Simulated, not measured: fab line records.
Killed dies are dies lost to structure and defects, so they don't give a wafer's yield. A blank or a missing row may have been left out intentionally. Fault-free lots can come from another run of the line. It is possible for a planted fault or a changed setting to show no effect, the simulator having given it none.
fab line records || flow rit_cmos
record {"lots": 14, "wafers": 42, "last_day": 7}
route steps=202 shown NLDD@111
lots untouched by any fault: they come from a run of this same line in which no faults occurred
start_h: hours from the record's opening day to when the first of the lot's shown wafers began || wait_h: hours since the lot's step before || " as in the row above || L1.1+2: several wafers, shown together as one row || - either no value or no given start || * or withheld: withheld || < > ~ a bound
route shown NAME@n: a module of which the file shows steps, and the number in the route of the first || usual: average and standard deviation across the fault-free wafers || same: alike in all rows || chamber/n: place in a boat || sites: each site's reading || _std_site: standard deviation of those values || _edge_site: mean of outer sites minus mean of inner sites || radius_mm: how far each site lies from the wafer's centre || mask NAME#n: copy n || behind: the tool/chamber that last shaped the wafer || hold: what put the lot on hold/how long, in hours/how the hold closed || device: the transistor (n, p or np) that didn't switch || end of line: tests run on the same wafers once the route is complete || a step without rows: its recipe alone || killed: not the wafer's yield, but the dies lost to structure and defects at the first sort || map: per-die view of a wafer (x killed, . not killed, _ where there is no die)
set.NAME: the run value of the setting; set.NAME@STEP: its run value at that earlier step || model.NAME: the simulator's own value behind a step, which no gauge read
a sample of lots followed through the steps of the route, with each step as a table and each wafer as a row
services: from which hour (start_h, from the record's first day; less than 0 if before it) a tool's chamber was out of use, for how many hours, and why
## steps
# step RIT_NLDD_IMPLANT_08
# recipe {"species": "P", "energy_kev": 20, "dose_cm2": 5e+14, "tilt_deg": 7}
# usual {"dose_ions_cm2": "5e+14/5.4e+11", "end_station_pressure_torr": "6.3e-06/3.1e-07", "faraday_current_uA": "1572/33"}
{"lot.wafer": "L705.2", "tool": "implanter-03", "chamber": 0, "start_h": 41.11, "wait_h": 0.1, "dose_ions_cm2": 5.003e+14, "end_station_pressure_torr": 6.3e-06, "faraday_current_uA": 1639}
{"lot.wafer": "L705.4", "tool": "implanter-03", "chamber": 0, "start_h": 41.11, "wait_h": 0.1, "dose_ions_cm2": 5.004e+14, "end_station_pressure_torr": 6e-06, "faraday_current_uA": 1568}
{"lot.wafer": "L705.5", "tool": "implanter-03", "chamber": 0, "start_h": 41.11, "wait_h": 0.1, "dose_ions_cm2": 4.998e+14, "end_station_pressure_torr": 6.5e-06, "faraday_current_uA": 1582}
{"lot.wafer": "L706.3", "tool": "implanter-04", "chamber": 0, "start_h": 46.08, "wait_h": 0.1, "dose_ions_cm2": 4.995e+14, "end_station_pressure_torr": 6.5e-06, "faraday_current_uA": 1595}
{"lot.wafer": "L706.5", "tool": "implanter-04", "chamber": 0, "start_h": 46.08, "wait_h": 0.1, "dose_ions_cm2": 4.997e+14, "end_station_pressure_torr": 6.6e-06, "faraday_current_uA": 1593}
{"lot.wafer": "L706.6", "tool": "implanter-04", "chamber": 0, "start_h": 46.08, "wait_h": 0.1, "dose_ions_cm2": 4.999e+14, "end_station_pressure_torr": 6.6e-06, "faraday_current_uA": 1608}
{"lot.wafer": "L707.1", "tool": "implanter-03", "chamber": 0, "start_h": 52.43, "wait_h": 0.1, "dose_ions_cm2": 5.001e+14, "end_station_pressure_torr": 6.1e-06, "faraday_current_uA": 1612}
{"lot.wafer": "L707.4", "tool": "implanter-03", "chamber": 0, "start_h": 52.43, "wait_h": 0.1, "dose_ions_cm2": 4.998e+14, "end_station_pressure_torr": 5.4e-06, "faraday_current_uA": 1557}
{"lot.wafer": "L707.5", "tool": "implanter-03", "chamber": 0, "start_h": 52.43, "wait_h": 0.1, "dose_ions_cm2": 4.997e+14, "end_station_pressure_torr": 5.9e-06, "faraday_current_uA": 1521}
{"lot.wafer": "L708.1", "tool": "implanter-04", "chamber": 0, "start_h": 57.18, "wait_h": 0.1, "dose_ions_cm2": 4.988e+14, "end_station_pressure_torr": 6.2e-06, "faraday_current_uA": 1501}
{"lot.wafer": "L708.3", "tool": "implanter-04", "chamber": 0, "start_h": 57.18, "wait_h": 0.1, "dose_ions_cm2": 4.998e+14, "end_station_pressure_torr": 6.3e-06, "faraday_current_uA": 1496}
{"lot.wafer": "L708.6", "tool": "implanter-04", "chamber": 0, "start_h": 57.18, "wait_h": 0.1, "dose_ions_cm2": 4.986e+14, "end_station_pressure_torr": 6.4e-06, "faraday_current_uA": 1573}
{"lot.wafer": "L710.3", "tool": "implanter-04", "chamber": 0, "start_h": 66.99, "wait_h": 0.1, "dose_ions_cm2": 5.006e+14, "end_station_pressure_torr": 5.8e-06, "faraday_current_uA": 1585}
{"lot.wafer": "L710.4", "tool": "implanter-04", "chamber": 0, "start_h": 66.99, "wait_h": 0.1, "dose_ions_cm2": 5.004e+14, "end_station_pressure_torr": 6e-06, "faraday_current_uA": 1598}
{"lot.wafer": "L710.6", "tool": "implanter-04", "chamber": 0, "start_h": 66.99, "wait_h": 0.1, "dose_ions_cm2": 5.009e+14, "end_station_pressure_torr": 6.6e-06, "faraday_current_uA": 1546}
{"lot.wafer": "L714.1", "tool": "implanter-03", "chamber": 0, "start_h": 86.86, "wait_h": 0.1, "dose_ions_cm2": 5.003e+14, "end_station_pressure_torr": 6.4e-06, "faraday_current_uA": 1588}
{"lot.wafer": "L714.2", "tool": "implanter-03", "chamber": 0, "start_h": 86.86, "wait_h": 0.1, "dose_ions_cm2": 5e+14, "end_station_pressure_torr": 6.4e-06, "faraday_current_uA": 1617}
{"lot.wafer": "L714.5", "tool": "implanter-03", "chamber": 0, "start_h": 86.86, "wait_h": 0.1, "dose_ions_cm2": 5.002e+14, "end_station_pressure_torr": 6.7e-06, "faraday_current_uA": 1584}
{"lot.wafer": "L715.3", "tool": "implanter-04", "chamber": 0, "start_h": 91.72, "wait_h": 0.1, "dose_ions_cm2": 5.001e+14, "end_station_pressure_torr": 6.4e-06, "faraday_current_uA": 1545}
{"lot.wafer": "L715.4", "tool": "implanter-04", "chamber": 0, "start_h": 91.72, "wait_h": 0.1, "dose_ions_cm2": 5.002e+14, "end_station_pressure_torr": 6e-06, "faraday_current_uA": 1574}
{"lot.wafer": "L715.6", "tool": "implanter-04", "chamber": 0, "start_h": 91.72, "wait_h": 0.1, "dose_ions_cm2": 5.006e+14, "end_station_pressure_torr": 6.6e-06, "faraday_current_uA": 1559}
{"lot.wafer": "L716.1", "tool": "implanter-04", "chamber": 0, "start_h": 96.04, "wait_h": 0.1, "dose_ions_cm2": 5.008e+14, "end_station_pressure_torr": 6.1e-06, "faraday_current_uA": 1546}
{"lot.wafer": "L716.2", "tool": "implanter-04", "chamber": 0, "start_h": 96.04, "wait_h": 0.1, "dose_ions_cm2": 5.002e+14, "end_station_pressure_torr": 6e-06, "faraday_current_uA": 1589}
{"lot.wafer": "L716.5", "tool": "implanter-04", "chamber": 0, "start_h": 96.04, "wait_h": 0.1, "dose_ions_cm2": 5.006e+14, "end_station_pressure_torr": 6.8e-06, "faraday_current_uA": 1639}
{"lot.wafer": "L717.2", "tool": "implanter-03", "chamber": 0, "start_h": 102.37, "wait_h": 0.1, "dose_ions_cm2": 4.999e+14, "end_station_pressure_torr": 6.6e-06, "faraday_current_uA": 1593}
{"lot.wafer": "L717.3", "tool": "implanter-03", "chamber": 0, "start_h": 102.37, "wait_h": 0.1, "dose_ions_cm2": 4.998e+14, "end_station_pressure_torr": 6.1e-06, "faraday_current_uA": 1573}
{"lot.wafer": "L717.6", "tool": "implanter-03", "chamber": 0, "start_h": 102.37, "wait_h": 0.1, "dose_ions_cm2": 5.009e+14, "end_station_pressure_torr": 5.9e-06, "faraday_current_uA": 1624}
{"lot.wafer": "L718.2", "tool": "implanter-02", "chamber": 0, "start_h": 106.88, "wait_h": 0.1, "dose_ions_cm2": 5.005e+14, "end_station_pressure_torr": 6.2e-06, "faraday_current_uA": 1625}
{"lot.wafer": "L718.4", "tool": "implanter-02", "chamber": 0, "start_h": 106.88, "wait_h": 0.1, "dose_ions_cm2": 4.999e+14, "end_station_pressure_torr": 6.6e-06, "faraday_current_uA": 1630}
{"lot.wafer": "L718.6", "tool": "implanter-02", "chamber": 0, "start_h": 106.88, "wait_h": 0.1, "dose_ions_cm2": 5e+14, "end_station_pressure_torr": 6.5e-06, "faraday_current_uA": 1597}
{"lot.wafer": "L719.1", "tool": "implanter-04", "chamber": 0, "start_h": 112.71, "wait_h": 0.1, "dose_ions_cm2": 4.606e+14, "end_station_pressure_torr": 5.9e-06, "faraday_current_uA": 1501}
{"lot.wafer": "L719.2", "tool": "implanter-04", "chamber": 0, "start_h": 112.71, "wait_h": 0.1, "dose_ions_cm2": 4.597e+14, "end_station_pressure_torr": 6.2e-06, "faraday_current_uA": 1433}
{"lot.wafer": "L719.5", "tool": "implanter-04", "chamber": 0, "start_h": 112.71, "wait_h": 0.1, "dose_ions_cm2": 4.595e+14, "end_station_pressure_torr": 6.4e-06, "faraday_current_uA": 1468}
{"lot.wafer": "L721.2", "tool": "implanter-04", "chamber": 0, "start_h": 121.86, "wait_h": 0.1, "dose_ions_cm2": 4.609e+14, "end_station_pressure_torr": 6.4e-06, "faraday_current_uA": 1394}
{"lot.wafer": "L721.4", "tool": "implanter-04", "chamber": 0, "start_h": 121.86, "wait_h": 0.1, "dose_ions_cm2": 4.602e+14, "end_station_pressure_torr": 6.2e-06, "faraday_current_uA": 1396}
{"lot.wafer": "L721.6", "tool": "implanter-04", "chamber": 0, "start_h": 121.86, "wait_h": 0.1, "dose_ions_cm2": 4.609e+14, "end_station_pressure_torr": 6.1e-06, "faraday_current_uA": 1503}
{"lot.wafer": "L727.1", "tool": "implanter-02", "chamber": 0, "start_h": 152.88, "wait_h": 0.1, "dose_ions_cm2": 5e+14, "end_station_pressure_torr": 6.4e-06, "faraday_current_uA": 1550}
{"lot.wafer": "L727.2", "tool": "implanter-02", "chamber": 0, "start_h": 152.88, "wait_h": 0.1, "dose_ions_cm2": 4.995e+14, "end_station_pressure_torr": 6.3e-06, "faraday_current_uA": 1589}
{"lot.wafer": "L727.6", "tool": "implanter-02", "chamber": 0, "start_h": 152.88, "wait_h": 0.1, "dose_ions_cm2": 4.994e+14, "end_station_pressure_torr": 6.2e-06, "faraday_current_uA": 1563}
{"lot.wafer": "L728.2", "tool": "implanter-03", "chamber": 0, "start_h": 159.39, "wait_h": 0.1, "dose_ions_cm2": 5.004e+14, "end_station_pressure_torr": 6.3e-06, "faraday_current_uA": 1617}
{"lot.wafer": "L728.3", "tool": "implanter-03", "chamber": 0, "start_h": 159.39, "wait_h": 0.1, "dose_ions_cm2": 5.003e+14, "end_station_pressure_torr": 6.8e-06, "faraday_current_uA": 1554}
{"lot.wafer": "L728.4", "tool": "implanter-03", "chamber": 0, "start_h": 159.39, "wait_h": 0.1, "dose_ions_cm2": 4.993e+14, "end_station_pressure_torr": 6.7e-06, "faraday_current_uA": 1527}
# step RIT_NLDD_TW_MEAS_10
# usual {"NLDD_TW": "2461/14"}
{"lot.wafer": "L705.2", "tool": "film_metro-02", "chamber": "-", "start_h": 41.42, "wait_h": 0.1, "NLDD_TW": 2467}
{"lot.wafer": "L705.4", "tool": "film_metro-02", "chamber": "-", "start_h": 41.42, "wait_h": 0.1, "NLDD_TW": 2479}
{"lot.wafer": "L705.5", "tool": "film_metro-02", "chamber": "-", "start_h": 41.42, "wait_h": 0.1, "NLDD_TW": 2468}
{"lot.wafer": "L706.3", "tool": "film_metro-01", "chamber": "-", "start_h": 46.37, "wait_h": 0.1, "NLDD_TW": 2465}
{"lot.wafer": "L706.5", "tool": "film_metro-01", "chamber": "-", "start_h": 46.37, "wait_h": 0.1, "NLDD_TW": 2477}
{"lot.wafer": "L706.6", "tool": "film_metro-01", "chamber": "-", "start_h": 46.37, "wait_h": 0.1, "NLDD_TW": 2472}
{"lot.wafer": "L707.1", "tool": "film_metro-01", "chamber": "-", "start_h": 52.76, "wait_h": 0.1, "NLDD_TW": 2463}
{"lot.wafer": "L707.4", "tool": "film_metro-01", "chamber": "-", "start_h": 52.76, "wait_h": 0.1, "NLDD_TW": 2446}
{"lot.wafer": "L707.5", "tool": "film_metro-01", "chamber": "-", "start_h": 52.76, "wait_h": 0.1, "NLDD_TW": 2454}
{"lot.wafer": "L708.1", "tool": "film_metro-01", "chamber": "-", "start_h": 57.50, "wait_h": 0.1, "NLDD_TW": 2437}
{"lot.wafer": "L708.3", "tool": "film_metro-01", "chamber": "-", "start_h": 57.50, "wait_h": 0.1, "NLDD_TW": 2453}
{"lot.wafer": "L708.6", "tool": "film_metro-01", "chamber": "-", "start_h": 57.50, "wait_h": 0.1, "NLDD_TW": 2463}
{"lot.wafer": "L710.3", "tool": "film_metro-01", "chamber": "-", "start_h": 67.29, "wait_h": 0.1, "NLDD_TW": 2456}
{"lot.wafer": "L710.4", "tool": "film_metro-01", "chamber": "-", "start_h": 67.29, "wait_h": 0.1, "NLDD_TW": 2448}
{"lot.wafer": "L710.6", "tool": "film_metro-01", "chamber": "-", "start_h": 67.29, "wait_h": 0.1, "NLDD_TW": 2437}
{"lot.wafer": "L714.1", "tool": "film_metro-03", "chamber": "-", "start_h": 87.18, "wait_h": 0.1, "NLDD_TW": 2463}
{"lot.wafer": "L714.2", "tool": "film_metro-03", "chamber": "-", "start_h": 87.18, "wait_h": 0.1, "NLDD_TW": 2473}
{"lot.wafer": "L714.5", "tool": "film_metro-03", "chamber": "-", "start_h": 87.18, "wait_h": 0.1, "NLDD_TW": 2477}
{"lot.wafer": "L715.3", "tool": "film_metro-03", "chamber": "-", "start_h": 92.02, "wait_h": 0.1, "NLDD_TW": 2491}
{"lot.wafer": "L715.4", "tool": "film_metro-03", "chamber": "-", "start_h": 92.02, "wait_h": 0.1, "NLDD_TW": 2495}
{"lot.wafer": "L715.6", "tool": "film_metro-03", "chamber": "-", "start_h": 92.02, "wait_h": 0.1, "NLDD_TW": 2492}
{"lot.wafer": "L716.1", "tool": "film_metro-03", "chamber": "-", "start_h": 96.36, "wait_h": 0.1, "NLDD_TW": 2460}
{"lot.wafer": "L716.2", "tool": "film_metro-03", "chamber": "-", "start_h": 96.36, "wait_h": 0.1, "NLDD_TW": 2463}
{"lot.wafer": "L716.5", "tool": "film_metro-03", "chamber": "-", "start_h": 96.36, "wait_h": 0.1, "NLDD_TW": 2459}
{"lot.wafer": "L717.2", "tool": "film_metro-03", "chamber": "-", "start_h": 102.68, "wait_h": 0.1, "NLDD_TW": 2468}
{"lot.wafer": "L717.3", "tool": "film_metro-03", "chamber": "-", "start_h": 102.68, "wait_h": 0.1, "NLDD_TW": 2470}
{"lot.wafer": "L717.6", "tool": "film_metro-03", "chamber": "-", "start_h": 102.68, "wait_h": 0.1, "NLDD_TW": 2468}
{"lot.wafer": "L718.2", "tool": "film_metro-02", "chamber": "-", "start_h": 107.19, "wait_h": 0.1, "NLDD_TW": 2462}
{"lot.wafer": "L718.4", "tool": "film_metro-02", "chamber": "-", "start_h": 107.19, "wait_h": 0.1, "NLDD_TW": 2457}
{"lot.wafer": "L718.6", "tool": "film_metro-02", "chamber": "-", "start_h": 107.19, "wait_h": 0.1, "NLDD_TW": 2464}
{"lot.wafer": "L719.1", "tool": "film_metro-02", "chamber": "-", "start_h": 113.04, "wait_h": 0.1, "NLDD_TW": 2401}
{"lot.wafer": "L719.2", "tool": "film_metro-02", "chamber": "-", "start_h": 113.04, "wait_h": 0.1, "NLDD_TW": 2400}
{"lot.wafer": "L719.5", "tool": "film_metro-02", "chamber": "-", "start_h": 113.04, "wait_h": 0.1, "NLDD_TW": 2405}
{"lot.wafer": "L721.2", "tool": "film_metro-02", "chamber": "-", "start_h": 122.17, "wait_h": 0.1, "NLDD_TW": 2415}
{"lot.wafer": "L721.4", "tool": "film_metro-02", "chamber": "-", "start_h": 122.17, "wait_h": 0.1, "NLDD_TW": 2414}
{"lot.wafer": "L721.6", "tool": "film_metro-02", "chamber": "-", "start_h": 122.17, "wait_h": 0.1, "NLDD_TW": 2396}
{"lot.wafer": "L727.1", "tool": "film_metro-02", "chamber": "-", "start_h": 153.21, "wait_h": 0.1, "NLDD_TW": 2459}
{"lot.wafer": "L727.2", "tool": "film_metro-02", "chamber": "-", "start_h": 153.21, "wait_h": 0.1, "NLDD_TW": 2459}
{"lot.wafer": "L727.6", "tool": "film_metro-02", "chamber": "-", "start_h": 153.21, "wait_h": 0.1, "NLDD_TW": 2453}
{"lot.wafer": "L728.2", "tool": "film_metro-01", "chamber": "-", "start_h": 159.70, "wait_h": 0.1, "NLDD_TW": 2457}
{"lot.wafer": "L728.3", "tool": "film_metro-01", "chamber": "-", "start_h": 159.70, "wait_h": 0.1, "NLDD_TW": 2460}
{"lot.wafer": "L728.4", "tool": "film_metro-01", "chamber": "-", "start_h": 159.70, "wait_h": 0.1, "NLDD_TW": 2457}
# step RIT_SDANNEAL_RS_MEAS_07
# recipe {"thk_meas_gauge": "four-point-probe"}
# usual {"NLDD_RS": "151.7/0.57"}
{"lot.wafer": "L705.2", "tool": "film_metro-01", "chamber": "-", "start_h": 49.17, "wait_h": 0.1, "NLDD_RS[ohm/sq]": 152.2}
{"lot.wafer": "L705.4", "tool": "film_metro-01", "chamber": "-", "start_h": 49.17, "wait_h": 0.1, "NLDD_RS[ohm/sq]": 151.7}
{"lot.wafer": "L705.5", "tool": "film_metro-01", "chamber": "-", "start_h": 49.17, "wait_h": 0.1, "NLDD_RS[ohm/sq]": 151.9}
{"lot.wafer": "L706.3", "tool": "film_metro-03", "chamber": "-", "start_h": 54.24, "wait_h": 0.1, "NLDD_RS[ohm/sq]": 151.3}
{"lot.wafer": "L706.5", "tool": "film_metro-03", "chamber": "-", "start_h": 54.24, "wait_h": 0.1, "NLDD_RS[ohm/sq]": 152.0}
{"lot.wafer": "L706.6", "tool": "film_metro-03", "chamber": "-", "start_h": 54.24, "wait_h": 0.1, "NLDD_RS[ohm/sq]": 151.9}
{"lot.wafer": "L707.1", "tool": "film_metro-02", "chamber": "-", "start_h": 60.67, "wait_h": 0.1, "NLDD_RS[ohm/sq]": 151.1}
{"lot.wafer": "L707.4", "tool": "film_metro-02", "chamber": "-", "start_h": 60.67, "wait_h": 0.1, "NLDD_RS[ohm/sq]": 151.2}
{"lot.wafer": "L707.5", "tool": "film_metro-02", "chamber": "-", "start_h": 60.67, "wait_h": 0.1, "NLDD_RS[ohm/sq]": 151.9}
{"lot.wafer": "L708.1", "tool": "film_metro-02", "chamber": "-", "start_h": 65.57, "wait_h": 0.1, "NLDD_RS[ohm/sq]": 152.5}
{"lot.wafer": "L708.3", "tool": "film_metro-02", "chamber": "-", "start_h": 65.57, "wait_h": 0.1, "NLDD_RS[ohm/sq]": 152.2}
{"lot.wafer": "L708.6", "tool": "film_metro-02", "chamber": "-", "start_h": 65.57, "wait_h": 0.1, "NLDD_RS[ohm/sq]": 152.3}
{"lot.wafer": "L710.3", "tool": "film_metro-03", "chamber": "-", "start_h": 76.01, "wait_h": 0.1, "NLDD_RS[ohm/sq]": 151.3}
{"lot.wafer": "L710.4", "tool": "film_metro-03", "chamber": "-", "start_h": 76.01, "wait_h": 0.1, "NLDD_RS[ohm/sq]": 151.6}
{"lot.wafer": "L710.6", "tool": "film_metro-03", "chamber": "-", "start_h": 76.01, "wait_h": 0.1, "NLDD_RS[ohm/sq]": 151.4}
{"lot.wafer": "L714.1", "tool": "film_metro-03", "chamber": "-", "start_h": 95.29, "wait_h": 0.1, "NLDD_RS[ohm/sq]": 151.4}
{"lot.wafer": "L714.2", "tool": "film_metro-03", "chamber": "-", "start_h": 95.29, "wait_h": 0.1, "NLDD_RS[ohm/sq]": 151.8}
{"lot.wafer": "L714.5", "tool": "film_metro-03", "chamber": "-", "start_h": 95.29, "wait_h": 0.1, "NLDD_RS[ohm/sq]": 151.5}
{"lot.wafer": "L715.3", "tool": "film_metro-03", "chamber": "-", "start_h": 99.86, "wait_h": 0.1, "NLDD_RS[ohm/sq]": 150.8}
{"lot.wafer": "L715.4", "tool": "film_metro-03", "chamber": "-", "start_h": 99.86, "wait_h": 0.1, "NLDD_RS[ohm/sq]": 151.1}
{"lot.wafer": "L715.6", "tool": "film_metro-03", "chamber": "-", "start_h": 99.86, "wait_h": 0.1, "NLDD_RS[ohm/sq]": 151.2}
{"lot.wafer": "L716.1", "tool": "film_metro-02", "chamber": "-", "start_h": 104.62, "wait_h": 0.1, "NLDD_RS[ohm/sq]": 152.8}
{"lot.wafer": "L716.2", "tool": "film_metro-02", "chamber": "-", "start_h": 104.62, "wait_h": 0.1, "NLDD_RS[ohm/sq]": 153.1}
{"lot.wafer": "L716.5", "tool": "film_metro-02", "chamber": "-", "start_h": 104.62, "wait_h": 0.1, "NLDD_RS[ohm/sq]": 153.0}
{"lot.wafer": "L717.2", "tool": "film_metro-03", "chamber": "-", "start_h": 110.54, "wait_h": 0.1, "NLDD_RS[ohm/sq]": 150.6}
{"lot.wafer": "L717.3", "tool": "film_metro-03", "chamber": "-", "start_h": 110.54, "wait_h": 0.1, "NLDD_RS[ohm/sq]": 151.4}
{"lot.wafer": "L717.6", "tool": "film_metro-03", "chamber": "-", "start_h": 110.54, "wait_h": 0.1, "NLDD_RS[ohm/sq]": 151.3}
{"lot.wafer": "L718.2", "tool": "film_metro-03", "chamber": "-", "start_h": 116.02, "wait_h": 0.1, "NLDD_RS[ohm/sq]": 151.9}
{"lot.wafer": "L718.4", "tool": "film_metro-03", "chamber": "-", "start_h": 116.02, "wait_h": 0.1, "NLDD_RS[ohm/sq]": 151.1}
{"lot.wafer": "L718.6", "tool": "film_metro-03", "chamber": "-", "start_h": 116.02, "wait_h": 0.1, "NLDD_RS[ohm/sq]": 151.5}
{"lot.wafer": "L719.1", "tool": "film_metro-02", "chamber": "-", "start_h": 121.08, "wait_h": 0.1, "NLDD_RS[ohm/sq]": 162.5}
{"lot.wafer": "L719.2", "tool": "film_metro-02", "chamber": "-", "start_h": 121.08, "wait_h": 0.1, "NLDD_RS[ohm/sq]": 162.7}
{"lot.wafer": "L719.5", "tool": "film_metro-02", "chamber": "-", "start_h": 121.08, "wait_h": 0.1, "NLDD_RS[ohm/sq]": 163.0}
{"lot.wafer": "L721.2", "tool": "film_metro-03", "chamber": "-", "start_h": 130.04, "wait_h": 0.1, "NLDD_RS[ohm/sq]": 160.4}
{"lot.wafer": "L721.4", "tool": "film_metro-03", "chamber": "-", "start_h": 130.04, "wait_h": 0.1, "NLDD_RS[ohm/sq]": 160.5}
{"lot.wafer": "L721.6", "tool": "film_metro-03", "chamber": "-", "start_h": 130.04, "wait_h": 0.1, "NLDD_RS[ohm/sq]": 160.9}
{"lot.wafer": "L727.1", "tool": "film_metro-02", "chamber": "-", "start_h": 161.10, "wait_h": 0.1, "NLDD_RS[ohm/sq]": 151.6}
{"lot.wafer": "L727.2", "tool": "film_metro-02", "chamber": "-", "start_h": 161.10, "wait_h": 0.1, "NLDD_RS[ohm/sq]": 151.4}
{"lot.wafer": "L727.6", "tool": "film_metro-02", "chamber": "-", "start_h": 161.10, "wait_h": 0.1, "NLDD_RS[ohm/sq]": 151.1}
{"lot.wafer": "L728.2", "tool": "film_metro-03", "chamber": "-", "start_h": 167.46, "wait_h": 0.1, "NLDD_RS[ohm/sq]": 152.1}
{"lot.wafer": "L728.3", "tool": "film_metro-03", "chamber": "-", "start_h": 167.46, "wait_h": 0.1, "NLDD_RS[ohm/sq]": 151.8}
{"lot.wafer": "L728.4", "tool": "film_metro-03", "chamber": "-", "start_h": 167.46, "wait_h": 0.1, "NLDD_RS[ohm/sq]": 151.6}
## services
{"tool": "implanter-02", "chamber": "-", "start_h": 24.46, "hours": 19.6, "kind": "repair"}
{"tool": "implanter-02", "chamber": "-", "start_h": 44.18, "hours": 7.1, "kind": "repair"}
{"tool": "implanter-03", "chamber": "-", "start_h": 72.95, "hours": 3.6, "kind": "repair"}
{"tool": "implanter-04", "chamber": "-", "start_h": 77.54, "hours": 1.0, "kind": "repair"}
{"tool": "implanter-04", "chamber": "-", "start_h": 81.70, "hours": 2.8, "kind": "repair"}
{"tool": "implanter-02", "chamber": "-", "start_h": 89.40, "hours": 6.8, "kind": "repair"}
{"tool": "implanter-02", "chamber": "-", "start_h": 94.09, "hours": 1.1, "kind": "repair"}
{"tool": "implanter-02", "chamber": "-", "start_h": 134.38, "hours": 5.2, "kind": "pm"}
{"tool": "implanter-03", "chamber": "-", "start_h": 135.18, "hours": 6.8, "kind": "repair"}
## key
first_sign {"step": "RIT_NLDD_IMPLANT_08", "reading": "dose_ions_cm2", "direction": "down", "sigmas": 74, "usual": 5e+14, "struck": 4.603e+14}
effect {"step": "RIT_NLDD_IMPLANT_08", "reading": "faraday_current_uA", "direction": "down", "sigmas": 3.7, "usual": 1572, "struck": 1449}
effect {"step": "RIT_NLDD_TW_MEAS_10", "reading": "NLDD_TW", "direction": "down", "sigmas": 4, "usual": 2461, "struck": 2405}
effect {"step": "RIT_SDANNEAL_RS_MEAS_07", "reading": "NLDD_RS", "direction": "up", "sigmas": 18, "usual": 151.7, "struck": 161.7}
met_at RIT_NLDD_IMPLANT_08
struck_lots L719,L721
tester_left_out L719,L721
onset_between 96.04 112.71
fault {"kind": "process_parameter_drift", "tool": "implanter-04", "chamber": "-", "onset_h": 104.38, "steps": "RIT_NLDD_IMPLANT_08", "channel": "dose_cm2", "offset": -3.966e+13, "shape": "step", "end_h": 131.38, "acts_in": "these_recipes_only", "stated": 5e+14}
# tester_left_out: of these lots the tester's yield and bins aren't shown, on N5 and GAA mostly nor the transistor test; their killed dies are dies lost to structure and defects alone, not to doping, threshold or leakage, so they don't give the yield
